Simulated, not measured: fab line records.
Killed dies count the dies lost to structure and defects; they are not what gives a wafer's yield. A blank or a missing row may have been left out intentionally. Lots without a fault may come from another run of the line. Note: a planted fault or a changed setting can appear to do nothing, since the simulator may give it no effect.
Split-lot experiment	flow rit-cmos	on a route of 202 steps: 5 lots, 23 wafers read

## ON THE SPLIT
At RIT_NSD_COAT_01 (resist thk 1000 nm), the setting resist-thk-nm was moved away from the recipe's 1000 nm on 7 of the 23 wafers read, by -4.9% to +5.2%. All remaining wafers had this setting at the recipe value.

## FROM THE SPLIT TO THE READING: what the file shows between them, 3 steps
- RIT_NSD_SOFTBAKE_02: time 60 s
- RIT_NSD_EXPOSE_03: exposes mask M9, target cd 40700 nm
- RIT_NSD_DEVELOP_05: develop time 50 s

## THE READING
NOVOLAK_of_NSD_COAT_01.thk-nm (the simulator's own value, which no gauge read), in nm, at RIT_NSD_HARDBAKE_07 (time 60 s). The file does not state a usual value for it. Average 883.1 nm, standard deviation 2.4 nm, over the 16 wafers here run with the recipe.

wafer	tool, chamber at the split	resist-thk-nm as run, nm	against the recipe	NOVOLAK_of_NSD_COAT_01.thk-nm, nm	against lot-mates on the recipe
L074.1	litho-track-01, 0	1000	recipe	882	-
L074.3	litho-track-01, 0	1000	recipe	881.3	-
L074.5	litho-track-01, 0	1000	recipe	879.7	-
L075.1	litho-track-01, 0	1000	recipe	880.8	-
L075.2	litho-track-01, 0	950.7	-4.9%	838.3	-42.5
L075.3	litho-track-01, 0	1000	recipe	880.4	-
L075.4	litho-track-01, 0	1000	recipe	881.2	-
L075.6	litho-track-01, 0	950.7	-4.9%	839.4	-41.4
L080.1	litho-track-04, 0	1000	recipe	887.6	-
L080.2	litho-track-04, 0	972.3	-2.8%	863.8	-22.6
L080.3	litho-track-04, 0	1000	recipe	886.2	-
L080.4	litho-track-04, 0	972.3	-2.8%	860.9	-25.5
L080.5	litho-track-04, 0	1000	recipe	885.4	-
L082.1	litho-track-04, 0	1000	recipe	883	-
L082.2	litho-track-04, 0	1000	recipe	880.7	-
L082.3	litho-track-04, 0	1000	recipe	882.7	-
L082.4	litho-track-04, 0	1000	recipe	882.7	-
L082.5	litho-track-04, 0	1000	recipe	885.7	-
L085.2	litho-track-02, 0	1000	recipe	884.8	-
L085.3	litho-track-02, 0	1000	recipe	886.1	-
L085.4	litho-track-02, 0	1052	+5.2%	928.3	+42.8
L085.5	litho-track-02, 0	1052	+5.2%	929.6	+44.1
L085.6	litho-track-02, 0	1052	+5.2%	932	+46.5

FIT RESULTS
A straight line over all 23 wafers: NOVOLAK_of_NSD_COAT_01.thk-nm changes by +8.84 nm for each +1% of resist-thk-nm; r = +0.99; the points scatter about the line by 2.5 nm.
The same after taking each lot's own level away (the mean of its wafers on the recipe; 23 wafers): +8.56 nm for each +1%; r = +1.00; scatter 1.2 nm.
The reading moves by 44 nm for the largest change in resist-thk-nm, on that fit.
The lots' own levels span 880.80 to 886.40 nm, that is 2.3 times the standard deviation above.
The two slopes are in agreement: the lot-to-lot level therefore moves the slope only a little.
Check: with one of the wafers moved furthest among these (+5.2%) left out of the fit, the line predicts +45 nm for it against its lot-mates. It came out at +42.8 nm against them.

## OTHER SPLITS ON THESE WAFERS
Note: prior to the reading, these wafers also went through further splits. Each is held against what the fit with the lots' levels taken away leaves over:
other split on the same wafers	wafers away from the commonest value	r with NOVOLAK_of_NSD_COAT_01.thk-nm (lot level and that fit taken away)
RIT_ACTIVE_COAT_06 spin-rpm	7	+0.00
RIT_ACTIVE_EXPOSE_08 dose-mj	10	+0.04
RIT_PWELL_SOFTBAKE_02 temp-c	8	-0.04
RIT_NRETRO_IMPLANT_08 dose-cm2	8	-0.31
RIT_GATE_DEVELOP_15 develop-time-s	6	-0.26
RIT_NLDD_IMPLANT_08 energy-kev	11	-0.14
RIT_SPACER_CVD_03 time-s	15	+0.01

## THE WHOLE CHAIN: every reading that the file lists as answering this split, in the file's order
step	what it does	reading	change (the file's fit)	r (the file's)
RIT_NSD_COAT_01	resist thk 1000 nm	NOVOLAK_of_NSD_COAT_01.thk-nm (the simulator's own value, which no gauge read)	+9.78 nm for each +1% of the setting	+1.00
RIT_NSD_HARDBAKE_07	time 60 s	NOVOLAK_of_NSD_COAT_01.thk-nm (the simulator's own value, which no gauge read)	+8.56 nm for each +1% of the setting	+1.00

## FILE'S OWN FIT
NOVOLAK_of_NSD_COAT_01.thk-nm changes by +8.56 nm for each +1% of resist-thk-nm, r = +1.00.
